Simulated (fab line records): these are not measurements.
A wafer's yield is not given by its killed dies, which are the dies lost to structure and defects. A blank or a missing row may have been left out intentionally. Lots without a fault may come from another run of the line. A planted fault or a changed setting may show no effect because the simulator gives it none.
Comparing a struck lot with a sound one | flow berkeleyCmos170 | 44 out of 331 route steps
Sound: these wafers, L196.1, L196.5, L196.6. The struck wafers were L201.1, L201.2, L201.6. The cause is given at the end.
Each step with rows lists, per side, the tool, then ch with its chambers, then its first start. Under that, the readings that differ: sound wafers | struck wafers | difference of the means | sigmas: that difference in standard deviations of wafers without a fault.
alike: a reading whose means differ by less than 2 such deviations, as well as words and numbers matching on both sides. not compared: withheld readings; readings where some wafer has no value; bounds like >300 that might hide an equal value; numbers whose values overlap and for which the record gives no deviation.
The two part at a step that has a row with sigmas, a row that says differs or no value, or rows on one side only. Non-overlapping numbers with no deviation appear without sigmas and do not part them. A reading missing from all wafers of one side parts the sides only when that side holds two or more wafers.

first, 7 steps without rows for these wafers: UCB170_ACTIVE_CLEAN_17 (cleans in SPM, time 600 s); UCB170_PFIELD_HMDS_00 (prime time 60 s); UCB170_PFIELD_COAT_01 (resist thk 900 nm); UCB170_PFIELD_SOFTBAKE_02 (time 60 s); UCB170_PFIELD_EXPOSE_03 (exposes mask PFIELD, target cd 1500 nm); UCB170_PFIELD_PEB_04; UCB170_PFIELD_DEVELOP_05 (develop time 45 s).
UCB170_PFIELD_OVL_MEAS_06:
  sound on overlay-01, day 7 01:35; struck on overlay-02, day 7 15:50
  alike: PFIELD_OVL
following that, these wafers have no rows for 1 step: UCB170_PFIELD_IMPLANT_07.
UCB170_PFIELD_STRIP_08: strips in O2.
  sound on plasmaAsher-03 ch 0,1, day 7 01:46; struck on plasmaAsher-02 ch 0,1, day 7 16:02
  alike: drypumpMotorCurrentA, oesProductAu, stripTimeToEndpointS
  not compared: rfHoursCounterH
UCB170_PFIELD_TW_MEAS_09:
  sound on filmMetro-04, day 7 01:52; struck on filmMetro-02, day 7 16:08
  alike: PFIELD_TW
then, 1 step without rows for these wafers: UCB170_FIELD_CLEAN_00 (cleans in dHF, time 7.5 s).
UCB170_FIELD_OXIDATION_01: target thk 558.3 nm, ox time 7200 s.
  sound on furnace-04 ch 0, day 7 06:09; struck on furnace-04 ch 0, day 7 18:41
reading                                     | sound             | struck            | difference | sigmas
model.SiO2_of_FIELD_OXIDATION_01.thkNm (nm) | 563.6 569.3 568.8 | 437.5 432.2 439.9 | -130.7     | 
  alike: zonePowerLoadPct
UCB170_FIELD_THK_MEAS_02:
  sound on filmMetro-03, day 7 09:09; struck on filmMetro-01, day 7 21:41
reading              | sound       | struck      | difference | sigmas
FIELD_OXIDE_THK (nm) | 564 569 569 | 437 433 440 | -131       | -13
then, 3 steps without rows for these wafers: UCB170_FIELD_ANNEAL_03 (time 1200 s); UCB170_FIELD_WET_ETCH_04 (etches SiO2 in dHF, time 60 s); UCB170_FIELD_WET_ETCH_05 (etches Si3N4 in H3PO4, time 12600 s).
UCB170_FIELD_WET_ETCH_06: etches SiO2 in BOE, time 22 s.
  sound on wetBench-01 ch 2, day 7 18:01; struck on wetBench-03 ch 2, day 8 07:17
reading                                     | sound             | struck          | difference | sigmas
bathHeatDutyPct (%)                         | 9.3 8.3 8.6       | 5.6 6.5 6.0     | -2.7       | -3
model.SiO2_of_FIELD_OXIDATION_01.thkNm (nm) | 446.9 452.6 451.9 | 320.9 316 323.4 | -130.4     | 
UCB170_FIELD_THK_MEAS_90:
  sound on filmMetro-01, day 7 18:05; struck on filmMetro-01, day 8 07:17
reading                     | sound       | struck      | difference | sigmas
FIELD_OXIDE_LEFT_1_THK (nm) | 447 453 452 | 321 316 323 | -131       | -13
then, 2 steps without rows for these wafers: UCB170_SACOX_CLEAN_00 (cleans in dHF, time 7.5 s); UCB170_SACOX_OXIDATION_01 (target thk 14.4 nm, ox time 2400 s).
UCB170_SACOX_THK_MEAS_02:
  sound on filmMetro-01, day 7 23:32; struck on filmMetro-04, day 8 12:21
  alike: SACOX_OXIDE_THK
then, 2 steps without rows for these wafers: UCB170_SCREENOX_WET_ETCH_00 (etches SiO2 in dHF, time 200 s); UCB170_SCREENOX_OXIDATION_01 (target thk 14.4 nm, ox time 2400 s).
UCB170_SCREENOX_THK_MEAS_02:
  sound on filmMetro-04, day 8 06:40; struck on filmMetro-04, day 8 18:37
  alike: SCREENOX_OXIDE_THK
then, 7 steps without rows for these wafers: UCB170_SCREENOX_ANNEAL_03 (time 900 s); UCB170_NVT_HMDS_00 (prime time 60 s); UCB170_NVT_COAT_01 (resist thk 900 nm); UCB170_NVT_SOFTBAKE_02 (time 60 s); UCB170_NVT_EXPOSE_03 (exposes mask PWELL, target cd 3000 nm); UCB170_NVT_PEB_04; UCB170_NVT_DEVELOP_05 (develop time 45 s).
UCB170_NVT_OVL_MEAS_06:
  sound on overlay-01, day 8 12:46; struck on overlay-01, day 9 02:41
  alike: NVT_OVL
following that, these wafers have no rows for 1 step: UCB170_NVT_IMPLANT_07.
UCB170_NVT_STRIP_08: strips in O2.
  sound on plasmaAsher-02 ch 0,1, day 8 13:00; struck on plasmaAsher-02 ch 0,1, day 9 02:52
  alike: drypumpMotorCurrentA, oesProductAu, stripTimeToEndpointS
  not compared: rfHoursCounterH
UCB170_NVT_TW_MEAS_09:
  sound on filmMetro-01, day 8 13:06; struck on filmMetro-01, day 9 02:58
  alike: NVT_TW
then, 6 steps without rows for these wafers: UCB170_NVT_CLEAN_10 (cleans in SPM, time 600 s); UCB170_PVT_HMDS_00 (prime time 60 s); UCB170_PVT_COAT_01 (resist thk 900 nm); UCB170_PVT_SOFTBAKE_02 (time 58.65 s); UCB170_PVT_EXPOSE_03 (exposes mask NWELL, target cd 3000 nm); UCB170_PVT_PEB_04.
UCB170_FIELD_THK_MEAS_91:
  sound on filmMetro-02, day 8 15:27; struck on filmMetro-02, day 9 05:05
reading                     | sound       | struck      | difference | sigmas
FIELD_OXIDE_LEFT_2_THK (nm) | 358 364 363 | 232 227 235 | -130       | -13
UCB170_M3_PROBE_99:
  sound wafers here have rows in the record (prober-02, day 11 02:18); struck ones have none

## WHERE THEY PART
First at UCB170_FIELD_THK_MEAS_02; last, within this record, at UCB170_M3_PROBE_99.

WHY: what the simulator had put in
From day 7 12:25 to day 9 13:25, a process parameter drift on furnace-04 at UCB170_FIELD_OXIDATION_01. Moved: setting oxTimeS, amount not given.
